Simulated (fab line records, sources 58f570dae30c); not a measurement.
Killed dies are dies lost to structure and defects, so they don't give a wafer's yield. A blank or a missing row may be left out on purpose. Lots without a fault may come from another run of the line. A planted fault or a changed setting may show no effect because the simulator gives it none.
A struck lot beside a sound one | flow berkeley_cmos170 | 15 steps out of a route of 331
Sound: wafers L925.1, L925.3, L925.5. Struck: wafers L931.1, L931.2, L931.4. The cause comes at the end.
At each step with rows: each side's tool, then ch and its chambers, then its first start. Under that, the readings that differ: sound wafers | struck wafers | difference of the means | sigmas: that difference in standard deviations of wafers without a fault.
alike: readings whose means differ by less than 2 such deviations, and words and numbers that are the same on both sides. not compared: withheld readings, readings that some wafer has no value for, bounds like >300 that may hide the same value, and numbers for which the record gives no deviation and whose values overlap.
The two part at a step that has a row with sigmas, a row that says differs or no value, or rows on one side only. Numbers that don't overlap but have no deviation are shown without sigmas and don't part them. A reading that every wafer of one side lacks parts them only if that side has two wafers or more.

UCB170_V2_CMP_02: polishes SiO2.
  sound on cmp-02 ch 0,2, day 9 20:41; struck on cmp-01 ch 0,1,3, day 11 15:16
  alike: head_pressure_psi, motor_current_A
UCB170_V2_BOW_MEAS_03:
  sound on film_metro-03, day 9 20:59; struck on film_metro-04, day 11 15:34
  alike: V2_BOW
UCB170_V2_THK_MEAS_04:
  sound on film_metro-03, day 9 21:06; struck on film_metro-04, day 11 15:41
  alike: V2_POLISHED_THK
then, 7 steps without rows for these wafers: UCB170_V2_CLEAN_05 (cleans in DIW); UCB170_V2_HMDS_06 (prime time 60 s); UCB170_V2_COAT_07 (resist thk 900 nm); UCB170_V2_SOFTBAKE_08 (time 60 s); UCB170_V2_EXPOSE_09 (exposes mask VIA2, target cd 700 nm); UCB170_V2_PEB_10; UCB170_V2_DEVELOP_11 (develop time 45 s).
UCB170_V2_CD_MEAS_12: target cd 700 nm.
  sound on cd_sem-01, day 9 22:19; struck on cd_sem-01, day 11 17:24
  alike: cd_nm
UCB170_V2_OVL_MEAS_13:
  sound on overlay-01, day 9 22:26; struck on overlay-01, day 11 17:31
  alike: V2_OVL
UCB170_V2_ETCH_14: etches SiO2 in CHF3/CF4/Ar, stops on Al, target depth 1250 nm, time 291 s.
  sound on rie_diel-04 ch 0,1,3, day 9 22:28; struck on rie_diel-02 ch 0,1,3, day 11 17:33
  reading                             | sound             | struck            | difference | sigmas
  oes_product_au (a.u.)               | 0.887 0.864 0.874 | 0.986 1.008 1.006 | +0.125     | +16
  run_length_s (s)                    | 319.1 318.8 319.8 | 261.6 261.0 260.8 | -58.1      | -99 or more
  model.KrF_of_V2_COAT_07.thk_nm (nm) | 610.9 607.3 611.5 | 665.9 658.5 665.6 | +53.4      |
  model.V2.feature_depth_nm (nm)      | 1001 1001 1000    | 993.4 998.9 996.5 | -4.4       |
  model.etch.depth_nm (nm)            | 1001 1001 1000    | 993.4 998.9 996.5 | -4.4       |
  alike: drypump_motor_current_A, throttle_valve_pct
  not compared: rf_hours_counter_h
UCB170_V2_STRIP_15: strips in O2.
  sound on plasma_asher-01 ch 0,1, day 9 22:38; struck on plasma_asher-02 ch 0,1, day 11 17:44
  reading                      | sound             | struck            | difference | sigmas
  drypump_motor_current_A (A)  | 6.3 6.1 6.3       | 5.7 5.0 5.0       | -1.0       | -2
  strip_time_to_endpoint_s (s) | 15.31 15.25 15.34 | 16.58 16.40 16.57 | +1.22      | +12
  alike: oes_product_au
  not compared: rf_hours_counter_h
UCB170_V2_CD_MEAS_90: target cd 700 nm.
  sound on cd_sem-01, day 9 22:44; struck on cd_sem-02, day 11 17:50
  alike: cd_nm

WHERE THEY PART
First at UCB170_V2_ETCH_14; last, within this record, at UCB170_V2_STRIP_15. Later steps at which nothing parts them and some readings are alike: UCB170_V2_CD_MEAS_90.

WHY: what the simulator had put in
Process parameter drift: rie_diel-02, from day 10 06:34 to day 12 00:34, at UCB170_V2_ETCH_14. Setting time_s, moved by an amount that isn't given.
